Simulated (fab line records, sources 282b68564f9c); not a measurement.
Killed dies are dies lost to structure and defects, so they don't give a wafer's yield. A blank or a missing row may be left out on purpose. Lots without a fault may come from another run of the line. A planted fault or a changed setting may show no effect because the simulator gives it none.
Split-lot experiment | flow rit_cmos | 5 lots, 23 wafers read, on a route of 202 steps

THE SPLIT
At RIT_NWELL_IMPLANT_08, the setting energy_kev was moved away from the recipe's 170 on 5 of the 23 wafers read, by -4.8% to +2.2%. The other wafers ran this setting at the recipe's value.

The reading is taken at the split's own step.

THE READING
implant.drp_nm (the simulator's own value, which no gauge read), in nm, at RIT_NWELL_IMPLANT_08. The file gives no usual value for it.

wafer  | tool, chamber at the split | energy_kev as run | against the recipe | implant.drp_nm, nm | against lot-mates on the recipe
L077.1 | implanter-03, 0            | 170               | recipe             | 68.82              | -
L077.2 | implanter-03, 0            | 170               | recipe             | 68.82              | -
L077.3 | implanter-03, 0            | 170               | recipe             | 68.82              | -
L077.5 | implanter-03, 0            | 170               | recipe             | 68.82              | -
L077.6 | implanter-03, 0            | 170               | recipe             | 68.82              | -
L078.1 | implanter-02, 0            | 170               | recipe             | 68.82              | -
L078.2 | implanter-02, 0            | 170               | recipe             | 68.82              | -
L078.3 | implanter-02, 0            | 170               | recipe             | 68.82              | -
L078.5 | implanter-02, 0            | 170               | recipe             | 68.82              | -
L078.6 | implanter-02, 0            | 170               | recipe             | 68.82              | -
L081.1 | implanter-03, 0            | 170               | recipe             | 68.82              | -
L081.3 | implanter-03, 0            | 170               | recipe             | 68.82              | -
L081.2 | implanter-03, 0            | 161.9             | -4.8%              | 66.4               | -2.42
L081.4 | implanter-03, 0            | 161.9             | -4.8%              | 66.4               | -2.42
L081.5 | implanter-03, 0            | 161.9             | -4.8%              | 66.4               | -2.42
L083.1 | implanter-02, 0            | 170               | recipe             | 68.82              | -
L083.3 | implanter-02, 0            | 170               | recipe             | 68.82              | -
L083.4 | implanter-02, 0            | 170               | recipe             | 68.82              | -
L085.1 | implanter-03, 0            | 173.7             | +2.2%              | 69.94              | +1.12
L085.3 | implanter-03, 0            | 173.7             | +2.2%              | 69.94              | +1.12
L085.2 | implanter-03, 0            | 170               | recipe             | 68.82              | -
L085.4 | implanter-03, 0            | 170               | recipe             | 68.82              | -
L085.5 | implanter-03, 0            | 170               | recipe             | 68.82              | -

THE FIT
A straight line over all 23 wafers: implant.drp_nm changes by +0.509 nm for each +1% of energy_kev; r = +1.00; the points scatter about the line by 0.0038 nm.
The same after taking each lot's own level away (the mean of its wafers on the recipe; 23 wafers): +0.509 nm for each +1%; r = +1.00; scatter 0.0038 nm.
On that fit, the largest move of energy_kev shifts the reading by 2.4 nm.
The lots' own levels span 68.820 to 68.820 nm.
So the lot-to-lot level changes the slope little: the two slopes agree.
Check: with one of the wafers moved furthest among these (-4.8%) left out of the fit, the line predicts -2.42 nm for it against its lot-mates. It came out at -2.42 nm against them.

THE WHOLE CHAIN: every reading that the file lists as answering this split, in the file's order
step                 | what it does | reading                                                         | change (the file's fit)              | r (the file's)
RIT_NWELL_IMPLANT_08 |              | implant.rp_nm (the simulator's own value, which no gauge read)  | +2.16 nm for each +1% of the setting | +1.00
RIT_NWELL_IMPLANT_08 |              | implant.drp_nm (the simulator's own value, which no gauge read) | +0.51 nm for each +1% of the setting | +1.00

THE FILE'S OWN FIT
implant.drp_nm changes by +0.51 nm for each +1% of energy_kev, r = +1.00.
